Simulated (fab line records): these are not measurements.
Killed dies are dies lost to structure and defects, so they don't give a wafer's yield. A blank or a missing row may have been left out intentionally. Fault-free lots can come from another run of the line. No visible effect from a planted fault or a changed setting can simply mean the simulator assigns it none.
Check of tool commonality / flow rit_cmos / 39 wafers sampled across 13 lots

## WHAT PROMPTED THE OPENING
At RIT_CONTACT_CD_MEAS_08 the reading cd_nm is flagged on 1 of 13 lots. Fault-free wafers read 999.8 nm, with a standard deviation of 2.4.
Rule: flag the lot when none of its wafers has a number, or when each of its wafers that has one lies beyond 4 standard deviations from that mean. The other lots count as sound.

lot=L610; measured=day 3 18:46; on=cd_sem-01; cd_nm (nm), wafer by wafer=999.9 1002.3 1002.4; flag=
lot=L614; measured=day 4 10:08; on=cd_sem-02; cd_nm (nm), wafer by wafer=995.7 997.9 998.9; flag=
lot=L615; measured=day 4 10:36; on=cd_sem-01; cd_nm (nm), wafer by wafer=999.1 998.6 1000.0; flag=
lot=L619; measured=day 5 03:43; on=cd_sem-02; cd_nm (nm), wafer by wafer=1152.5 1153.4 1150.4; flag=FLAGGED
lot=L621; measured=day 5 20:43; on=cd_sem-02; cd_nm (nm), wafer by wafer=996.7 1000.0 998.9; flag=
lot=L624; measured=day 6 09:37; on=cd_sem-01; cd_nm (nm), wafer by wafer=1001.0 1003.2 1001.2; flag=
lot=L626; measured=day 6 21:14; on=cd_sem-01; cd_nm (nm), wafer by wafer=1002.1 1004.0 1003.1; flag=
lot=L627; measured=day 6 23:44; on=cd_sem-01; cd_nm (nm), wafer by wafer=1000.4 999.8 998.6; flag=
lot=L628; measured=day 7 06:56; on=cd_sem-01; cd_nm (nm), wafer by wafer=999.4 1002.9 1000.5; flag=
lot=L629; measured=day 7 08:01; on=cd_sem-01; cd_nm (nm), wafer by wafer=1002.1 1003.5 1004.7; flag=
lot=L631; measured=day 7 18:37; on=cd_sem-01; cd_nm (nm), wafer by wafer=1005.2 1002.6 1004.3; flag=
lot=L632; measured=day 7 23:17; on=cd_sem-01; cd_nm (nm), wafer by wafer=999.1 998.5 1001.5; flag=
lot=L633; measured=day 8 04:49; on=cd_sem-01; cd_nm (nm), wafer by wafer=998.3 999.9 999.4; flag=
The numbers of the flagged lots are 1152.1 nm on average: +152.3 nm against the usual, or +63 standard deviations.

## WHICH TOOL RAN EACH LOT
The record holds 2 process steps before the reading, out of a route of 202 steps. Every cell lists first the tool, next ch and the chambers used by the sampled wafers, and last the start.
lot=L610; flag=; RIT_SILICIDE_RTA_04=rtp_anneal-02 ch 0, day 3 17:17; RIT_CONTACT_EXPOSE_05=iline_stepper-02 ch 0, day 3 18:15
lot=L614; flag=; RIT_SILICIDE_RTA_04=rtp_anneal-01 ch 0, day 4 08:41; RIT_CONTACT_EXPOSE_05=iline_stepper-01 ch 0, day 4 09:32
lot=L615; flag=; RIT_SILICIDE_RTA_04=rtp_anneal-01 ch 0, day 4 09:09; RIT_CONTACT_EXPOSE_05=iline_stepper-02 ch 0, day 4 10:05
lot=L619; flag=FLAGGED; RIT_SILICIDE_RTA_04=rtp_anneal-02 ch 0, day 5 02:28; RIT_CONTACT_EXPOSE_05=iline_stepper-02 ch 0, day 5 03:12
lot=L621; flag=; RIT_SILICIDE_RTA_04=rtp_anneal-01 ch 0, day 5 19:28; RIT_CONTACT_EXPOSE_05=iline_stepper-01 ch 0, day 5 20:12
lot=L624; flag=; RIT_SILICIDE_RTA_04=rtp_anneal-02 ch 0, day 6 08:22; RIT_CONTACT_EXPOSE_05=iline_stepper-01 ch 0, day 6 09:07
lot=L626; flag=; RIT_SILICIDE_RTA_04=rtp_anneal-02 ch 0, day 6 19:50; RIT_CONTACT_EXPOSE_05=iline_stepper-01 ch 0, day 6 20:43
lot=L627; flag=; RIT_SILICIDE_RTA_04=rtp_anneal-01 ch 0, day 6 22:22; RIT_CONTACT_EXPOSE_05=iline_stepper-02 ch 0, day 6 23:14
lot=L628; flag=; RIT_SILICIDE_RTA_04=rtp_anneal-02 ch 0, day 7 05:41; RIT_CONTACT_EXPOSE_05=iline_stepper-02 ch 0, day 7 06:26
lot=L629; flag=; RIT_SILICIDE_RTA_04=rtp_anneal-01 ch 0, day 7 06:42; RIT_CONTACT_EXPOSE_05=iline_stepper-02 ch 0, day 7 07:29
lot=L631; flag=; RIT_SILICIDE_RTA_04=rtp_anneal-01 ch 0, day 7 17:14; RIT_CONTACT_EXPOSE_05=iline_stepper-01 ch 0, day 7 18:06
lot=L632; flag=; RIT_SILICIDE_RTA_04=rtp_anneal-02 ch 0, day 7 21:49; RIT_CONTACT_EXPOSE_05=iline_stepper-02 ch 0, day 7 22:46
lot=L633; flag=; RIT_SILICIDE_RTA_04=rtp_anneal-01 ch 0, day 8 03:34; RIT_CONTACT_EXPOSE_05=iline_stepper-02 ch 0, day 8 04:18
What these steps do:
- RIT_SILICIDE_RTA_04: time 10 s, ramp up 5 s, ramp down 5 s.
- RIT_CONTACT_EXPOSE_05: exposes mask M11, target cd 1000 nm.
- RIT_CONTACT_CD_MEAS_08: target cd 1000 nm.

## FLAGGED OVER TOTAL, TOOL BY TOOL (the gauges that took the reading come last)
step=RIT_SILICIDE_RTA_04; tool=rtp_anneal-01; lots run=7; flagged=0; share of the flagged lots=none; sound lots run after its first flagged lot=-
step=RIT_SILICIDE_RTA_04; tool=rtp_anneal-02; lots run=6; flagged=1; share of the flagged lots=all; sound lots run after its first flagged lot=4 (L624,L626,L628,L632)
step=RIT_CONTACT_EXPOSE_05; tool=iline_stepper-01; lots run=5; flagged=0; share of the flagged lots=none; sound lots run after its first flagged lot=-
step=RIT_CONTACT_EXPOSE_05; tool=iline_stepper-02; lots run=8; flagged=1; share of the flagged lots=all; sound lots run after its first flagged lot=5 (L627,L628,L629,L632,L633)
step=RIT_CONTACT_CD_MEAS_08; tool=cd_sem-01; lots run=10; flagged=0; share of the flagged lots=none; sound lots run after its first flagged lot=-
step=RIT_CONTACT_CD_MEAS_08; tool=cd_sem-02; lots run=3; flagged=1; share of the flagged lots=all; sound lots run after its first flagged lot=1 (L621)

## THE TABLE: WHAT IT ALLOWS
In the table, 3 rows ran each flagged lot (rtp_anneal-02 at RIT_SILICIDE_RTA_04; iline_stepper-02 at RIT_CONTACT_EXPOSE_05; cd_sem-02 at RIT_CONTACT_CD_MEAS_08).
- rtp_anneal-02 at RIT_SILICIDE_RTA_04: 1 of its 6 lots flagged. Sound lots followed the first flagged one (L624, L626, L628, L632) on it, something a lasting fault affecting the whole tool could not allow.
- iline_stepper-02 at RIT_CONTACT_EXPOSE_05: 1 of its 8 lots flagged. Sound lots followed the first flagged one (L627, L628, L629, L632, L633) on it, something a lasting fault affecting the whole tool could not allow.
- cd_sem-02 at RIT_CONTACT_CD_MEAS_08: 1 of its 3 lots flagged. Sound lots followed the first flagged one (L621) on it, something a lasting fault affecting the whole tool could not allow.
Not one row of the table ran every flagged lot while running no sound lot after the first.

## WHAT HAD BEEN PUT IN BY THE SIMULATOR
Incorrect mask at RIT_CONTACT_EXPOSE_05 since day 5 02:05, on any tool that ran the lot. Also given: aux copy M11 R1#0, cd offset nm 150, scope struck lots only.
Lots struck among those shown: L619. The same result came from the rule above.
